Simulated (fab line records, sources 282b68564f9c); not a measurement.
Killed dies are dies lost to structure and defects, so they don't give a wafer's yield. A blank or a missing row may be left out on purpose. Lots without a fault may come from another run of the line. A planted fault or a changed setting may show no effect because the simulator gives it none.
Chamber matching | flow rit_cmos | RIT_GATE_ETCH_19 on rie_si-01: 4 sister chambers
The step etches poly-Si in SF6/CHF3/O2, stops on SiO2, time 165 s, target depth 312.5 nm. 14 wafers are shown with their chamber, then 7 later ones without.

WAFERS WITH THEIR CHAMBER
wafer  | chamber | drypump_motor_current_A (A) | throttle_valve_pct (%) | oes_product_au (a.u.)
L132.2 | 3       | 5.5                         | 9.98                   | 0.855
L132.3 | 2       | 5.5                         | 10.06                  | 0.827
L132.6 | 0       | 6.0                         | 10.07                  | 0.856
L134.1 | 3       | 5.5                         | 9.97                   | 0.861
L134.3 | 1       | 6.0                         | 10.17                  | 0.840
L134.4 | 0       | 6.0                         | 10.05                  | 0.856
L138.1 | 2       | 5.5                         | 10.07                  | 0.830
L138.2 | 3       | 5.5                         | 9.98                   | 0.864
L138.3 | 1       | 5.9                         | 10.18                  | 0.822
L139.1 | 1       | 6.0                         | 10.15                  | 0.830
L139.4 | 3       | 5.5                         | 10.00                  | 0.858
L139.6 | 3       | 5.5                         | 9.98                   | 0.869
L143.3 | 3       | 5.5                         | 9.97                   | 0.875
L143.5 | 0       | 6.0                         | 10.06                  | 0.861

SIGNATURES (means of the wafers above)
reading                 | chamber 0 | chamber 1 | chamber 2 | chamber 3 | scatter within a chamber
drypump_motor_current_A | 6.000     | 5.967     | 5.500     | 5.500     | 0.0258
throttle_valve_pct      | 10.0600   | 10.1667   | 10.0650   | 9.9800    | 0.0115
oes_product_au          | 0.85767   | 0.83067   | 0.82850   | 0.86367   | 0.00675
Rule: a wafer's distance from a chamber is the root of the sum, over the readings, of the square of ((its reading less the chamber's mean) divided by the reading's scatter). The wafer belongs to the nearest chamber; if the next one is less than 2 further off, it can't be placed. The scatter: the root of (the sum of the squares of (reading less its chamber's mean) over the shown wafers, divided by (wafers less chambers)).

WAFERS WITHOUT THEIR CHAMBER
wafer  | drypump_motor_current_A (A) | throttle_valve_pct (%) | oes_product_au (a.u.)
L143.6 | 6.0                         | 10.15                  | 0.841
L145.1 | 5.5                         | 10.08                  | 0.836
L145.2 | 6.0                         | 10.04                  | 0.850
L145.6 | 6.0                         | 10.06                  | 0.852
L147.3 | 6.0                         | 10.07                  | 0.866
L149.4 | 5.5                         | 9.97                   | 0.857
L149.6 | 5.5                         | 10.07                  | 0.828

WHICH CHAMBER EACH WENT THROUGH
wafer  | from the rows above | in truth
L143.6 | 1                   | 1
L145.1 | 2                   | 2
L145.2 | 0                   | 0
L145.6 | 0                   | 0
L147.3 | 0                   | 0
L149.4 | 3                   | 3
L149.6 | 2                   | 2
Placed correctly: 7 of 7. Can't be placed from these rows: 0. Placed wrongly: 0.
